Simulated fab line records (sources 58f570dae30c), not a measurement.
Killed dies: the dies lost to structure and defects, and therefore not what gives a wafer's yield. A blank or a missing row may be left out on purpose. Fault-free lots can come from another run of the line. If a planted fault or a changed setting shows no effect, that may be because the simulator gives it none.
Which tool is to blame? ; flow berkeley-cmos170 ; Sampling: 14 lots, 42 wafers, 4 of 331 route steps

## WHAT EACH GAUGE READ, for each wafer
UCB170_START_BOW_MEAS_00.
lot;measured;on;INCOMING_BOW (um)
L736;day 1 20:01;film-metro-03;-8 -2 -1
L737;day 2 01:00;film-metro-02;1 1 1
L738;day 2 06:00;film-metro-02;-6 8 -3
L739;day 2 11:00;film-metro-02;-8 3 -7
L740;day 2 16:11;film-metro-01;16 6 13
L742;day 3 02:01;film-metro-01;-3 -1 5
L743;day 3 07:00;film-metro-02;6 -10 1
L744;day 3 12:02;film-metro-01;6 0 6
L745;day 3 17:01;film-metro-03;-2 1 2
L746;day 3 22:02;film-metro-02;15 3 1
L749;day 4 13:00;film-metro-03;-9 2 -1
L753;day 5 09:00;film-metro-03;-3 4 -4
L755;day 5 19:00;film-metro-01;-2 -6 2
L757;day 6 05:00;film-metro-01;-3 8 -5

UCB170_NWELL_OVL_MEAS_12.
lot;measured;on;NWELL_OVL (nm)
L736;day 2 12:56;overlay-02;11 9 -2
L737;day 3 00:00;overlay-01;-13 -19 -10
L738;day 3 00:16;overlay-02;-8 -6 -11
L739;day 3 07:37;overlay-02;-12 -6 -6
L740;day 3 15:09;overlay-02;-3 -4 4
L742;day 3 23:52;overlay-01;-1 -6 3
L743;day 4 09:10;overlay-01;-7 -12 -10
L744;day 4 12:28;overlay-01;4 -1 0
L745;day 4 11:43;overlay-02;-14 -10 -4
L746;day 4 16:44;overlay-02;8 1 5
L749;day 5 14:18;overlay-01;-12 -3 -10
L753;day 6 02:17;overlay-01;-3 -5 -1
L755;day 6 13:29;overlay-02;-5 -1 -5
L757;day 7 05:24;overlay-02;-5 1 1

UCB170_GATE_THK_MEAS_02.
lot;measured;on;GATE_OXIDE_THK (nm)
L736;day 6 00:19;film-metro-01;6.74 6.74 6.74
L737;day 6 11:26;film-metro-01;6.54 6.63 6.40
L738;day 6 11:26;film-metro-04;6.68 6.60 6.60
L739;day 7 03:39;film-metro-01;6.80 6.65 6.67
L740;day 7 17:41;film-metro-01;6.69 6.67 6.76
L742;day 7 17:44;film-metro-04;6.90 6.88 6.84
L743;day 7 17:40;film-metro-03;6.81 6.77 6.79
L744;day 8 11:31;film-metro-03;6.83 6.85 6.77
L745;day 7 17:41;film-metro-04;6.53 6.61 6.70
L746;day 8 11:31;film-metro-01;6.71 6.73 6.75
L749;day 9 09:52;film-metro-01;6.76 6.81 6.80
L753;day 9 18:44;film-metro-03;6.74 6.71 6.84
L755;day 10 04:45;film-metro-01;6.82 6.74 6.70
L757;day 10 15:10;film-metro-04;6.75 6.71 6.66

## EACH LOT AND THE TOOL THAT RAN IT (in order: tool; ch and the chambers of the sampled wafers; start)
lot;UCB170_PVT_STRIP_08
L736;plasma-asher-01 ch 0,1, day 5 20:43
L737;plasma-asher-03 ch 0,1, day 6 06:13
L738;plasma-asher-04 ch 0,1, day 6 05:58
L739;plasma-asher-01 ch 0,1, day 6 22:14
L740;plasma-asher-03 ch 0,1, day 7 12:08
L742;plasma-asher-04 ch 0, day 7 12:17
L743;plasma-asher-04 ch 1, day 7 11:59
L744;plasma-asher-01 ch 0,1, day 8 04:53
L745;plasma-asher-03 ch 1, day 7 11:43
L746;plasma-asher-04 ch 0,1, day 8 04:21
L749;plasma-asher-04 ch 0,1, day 9 03:04
L753;plasma-asher-04 ch 0, day 9 14:44
L755;plasma-asher-01 ch 0,1, day 10 00:49
L757;plasma-asher-01 ch 0,1, day 10 11:14
- UCB170_PVT_STRIP_08: strips in O2.

## AS READ BY THE TOOLS THEMSELVES (means over the sampled wafers that have a number; for cases with no such wafer, the mark the record gives instead)
UCB170_PVT_STRIP_08.
lot;tool;drypump-motor-current-A (A);oes-product-au (a.u.);strip-time-to-endpoint-s (s)
L736;plasma-asher-01;6.0;0.736;21.56
L737;plasma-asher-03;6.2;0.735;21.69
L738;plasma-asher-04;5.3;0.734;21.60
L739;plasma-asher-01;6.0;0.737;21.64
L740;plasma-asher-03;6.2;0.740;21.65
L742;plasma-asher-04;5.1;0.734;21.71
L743;plasma-asher-04;5.4;0.733;21.57
L744;plasma-asher-01;6.0;0.736;21.63
L745;plasma-asher-03;6.2;0.732;21.62
L746;plasma-asher-04;5.3;0.735;21.60
L749;plasma-asher-04;5.2;0.861;21.71
L753;plasma-asher-04;5.0;0.856;21.69
L755;plasma-asher-01;5.9;0.735;21.58
L757;plasma-asher-01;5.9;0.734;21.65

## THE ANSWER, worked out from the rows above alone
Rule: usual is defined by the lots themselves. The widest of any qualifying gaps counts: lots, ordered by their means at a reading, are off when they make up no more than a third of the lots, leave a main group of 4 or more, and stand apart from it by 3 or more times the standard deviation of that group's means. Not used: any main group whose means are identical at the precision the tables above print for the reading. Also off: a lot with no number at a reading for which 4 or more lots have one. Where the step has rows for the other lots, those lots are counted as sound. After the gauges, taken in route order, come the tools' own readings; for these a lot's mean is taken, as printed above. The first step at which some lot is off is used, and at that step the reading that is off furthest; a lot without a number counts as furthest.
Off at UCB170_PVT_STRIP_08 (oes-product-au): L749, L753. The main group has a mean of 0.735 a.u. with a standard deviation of 0.002.
If a tool, at that step or one of the process steps before it, ran each lot that is off and ran no sound lot following the first of them, it fits. One fits: plasma-asher-04 at UCB170_PVT_STRIP_08. Its last sound lot is L746 (day 8 04:21), its first lot that is off L749 (day 9 03:04): a fault that began between those two fits.
The tool's own readings at UCB170_PVT_STRIP_08 bear it out: on the lots that are off they differ by more than 5 times the standard deviation of the sound lots' means. oes-product-au reads 0.859 a.u. there against 0.735 a.u. on the sound lots.

## WHAT THE SIMULATOR PUT IN
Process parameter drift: plasma-asher-04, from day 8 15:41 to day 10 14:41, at UCB170_PVT_STRIP_08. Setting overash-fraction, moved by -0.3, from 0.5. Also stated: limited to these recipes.
Struck lots among those shown: L749, L753. The rule given above showed the same thing.
